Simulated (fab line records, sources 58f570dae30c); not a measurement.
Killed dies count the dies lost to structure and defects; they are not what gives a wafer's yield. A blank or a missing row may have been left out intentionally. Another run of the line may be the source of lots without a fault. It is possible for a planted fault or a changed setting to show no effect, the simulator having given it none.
Which of the tools did it? :: flow berkeleyCmos170 :: 7 lots, 21 wafers sampled, at 2 steps of a route of 331

== WHAT EACH GAUGE READ, for each wafer ==
UCB170_V1_CD_MEAS_12: target cd 700 nm.
lot: L357
measured: day 7 05:35
on: cdSem-02
cdNm (nm): 702.7 701.4 703.5

lot: L361
measured: day 8 05:01
on: cdSem-02
cdNm (nm): 703.9 703.9 702.1

lot: L363
measured: day 8 14:11
on: cdSem-01
cdNm (nm): 699.6 700.0 701.3

lot: L367
measured: day 9 07:28
on: cdSem-01
cdNm (nm): 700.1 699.6 700.0

lot: L372
measured: day 10 14:00
on: cdSem-01
cdNm (nm): 699.2 698.3 698.7

lot: L371
measured: day 10 14:44
on: cdSem-02
cdNm (nm): 696.4 697.4 697.4

lot: L380
measured: day 11 23:00
on: cdSem-01
cdNm (nm): 700.6 700.5 700.9

== TOOL THAT RAN EACH LOT (tool first, then ch and the chambers of the sampled wafers, then the start) ==
lot: L357
UCB170_V1_PEB_10: lithoTrack-04 ch 0, day 7 05:20

lot: L361
UCB170_V1_PEB_10: lithoTrack-04 ch 0, day 8 04:42

lot: L363
UCB170_V1_PEB_10: lithoTrack-03 ch 0, day 8 13:55

lot: L367
UCB170_V1_PEB_10: lithoTrack-03 ch 0, day 9 07:11

lot: L372
UCB170_V1_PEB_10: lithoTrack-04 ch 0, day 10 13:44

lot: L371
UCB170_V1_PEB_10: lithoTrack-02 ch 0, day 10 14:21

lot: L380
UCB170_V1_PEB_10: lithoTrack-04 ch 0, day 11 22:43
- UCB170_V1_PEB_10

== THE ANSWER, worked out from the rows above alone ==
Rule: usual is defined by the lots themselves. Put in order of their means at a reading, lots are off if they are a third of the lots or fewer, leave a main group of 4 or more, and stand apart from it by a gap of 3 or more times the standard deviation of the main group's means; of several such gaps the widest counts. The tables above print the reading to a certain number of digits; a main group whose means all agree to those digits is not used. Also off: a lot with no number at a reading for which 4 or more lots have one. Any other lot the step has rows for is counted as sound.
No lot is off on any of the readings shown, so nothing can be concluded from this.

== WHAT WAS PUT IN BY THE SIMULATOR ==
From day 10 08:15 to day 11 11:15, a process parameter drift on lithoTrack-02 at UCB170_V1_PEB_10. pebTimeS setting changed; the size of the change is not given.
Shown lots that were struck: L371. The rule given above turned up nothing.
